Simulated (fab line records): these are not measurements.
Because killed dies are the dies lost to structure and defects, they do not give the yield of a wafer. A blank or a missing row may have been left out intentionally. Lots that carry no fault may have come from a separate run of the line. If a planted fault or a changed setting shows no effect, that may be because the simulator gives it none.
Comparing a struck lot with a sound one ; flow rit-cmos ; 15 out of 202 route steps
Sound: wafers L485.2, L485.5, L485.6. Struck: wafers L500.1, L500.5 (left out: L500.6, a lot-mate that was not struck); the cause follows at the end.
Order at every step that has rows: each side's tool, ch and its chambers, its first start. Under that, the readings that differ: sound wafers ; struck wafers ; difference of the means ; sigmas: that difference in standard deviations of wafers without a fault.
alike: readings with means less than 2 such deviations apart, plus words and numbers identical on both sides. not compared: withheld readings, readings lacking a value on some wafer, bounds such as >300 that could conceal the same value, and numbers that have no deviation in the record and whose values overlap.
Wherever a step has rows on one side only, a row that says differs or no value, or a row with sigmas, the two part there. When numbers do not overlap yet have no deviation, they are printed without sigmas and do not part them. Lack of a reading on every wafer of one side parts them only where that side has two or more wafers.

RIT_M1_SPUTTER_00: material Al, target thk 400 nm, time 500 s.
  sound: pvd-sputter-01 at day 3 10:38; struck: pvd-sputter-04 at day 6 13:04
  alike: substrate-temp-c, throttle-valve-pct
RIT_M1_RS_MEAS_01: measurement is done with a four-point probe.
  sound: film-metro-03 at day 3 10:56; struck: film-metro-02 at day 6 13:21
  alike: M1_AL_RS
RIT_M1_THK_MEAS_02: measures by xrf.
  sound: film-metro-03 at day 3 11:03; struck: film-metro-02 at day 6 13:28
  alike: M1_AL_THK
then, 6 steps without rows for these wafers: RIT_M1_HMDS_03 (prime time 60 s); RIT_M1_COAT_04 (resist thk 1300 nm); RIT_M1_SOFTBAKE_05 (time 60 s); RIT_M1_EXPOSE_06 (exposes mask M12, target cd 2600 nm); RIT_M1_PEB_07; RIT_M1_DEVELOP_08 (develop time 68.88 s).
RIT_M1_CD_MEAS_09: target cd 2600 nm.
  sound: cd-sem-02 at day 3 12:08; struck: cd-sem-01 at day 6 14:32
  alike: cd-nm
RIT_M1_OVL_MEAS_10:
  sound: overlay-01 at day 3 12:14; struck: overlay-01 at day 6 14:40
  alike: M1_OVL
then, 1 step without rows for these wafers: RIT_M1_HARDBAKE_11 (time 120 s).
RIT_M1_METAL_ETCH_12: etches Al in Cl2/BCl3, stops on SiO2, time 165 s, target depth 600 nm.
  sound on rie-metal-03 ch 0,1, day 3 12:31; struck on rie-metal-03 ch 0, day 6 14:56
reading;sound;struck;difference;sigmas
model.NOVOLAK_of_M1_COAT_04.thk-nm (nm);818 817.2 826.6;813.2 812.6;-7.7;
  alike: drypump-motor-current-A, oes-product-au, throttle-valve-pct
  not compared: rf-hours-counter-h
then, 1 step without rows for these wafers: RIT_M1_STRIP_13 (strips in nmp, time 600 s).
RIT_M1_PROBE_99:
  sound: prober-01 at day 3 14:49; struck: prober-02 at day 6 17:24
reading;sound;struck;difference;sigmas
killed-short;7 3 6;0 1;-5;-2
  alike: defect-limited-yield, killed-at-contacts, killed-at-front-end, killed-dies, killed-open, sort_bin_3_pad_short, sort_bin_5_function, sort_bin_6_memory, sort-n-pass, sort-yield-pct

## WHERE THEY PART
Within this record, at RIT_M1_PROBE_99 only.

WHY: whatever the simulator had introduced
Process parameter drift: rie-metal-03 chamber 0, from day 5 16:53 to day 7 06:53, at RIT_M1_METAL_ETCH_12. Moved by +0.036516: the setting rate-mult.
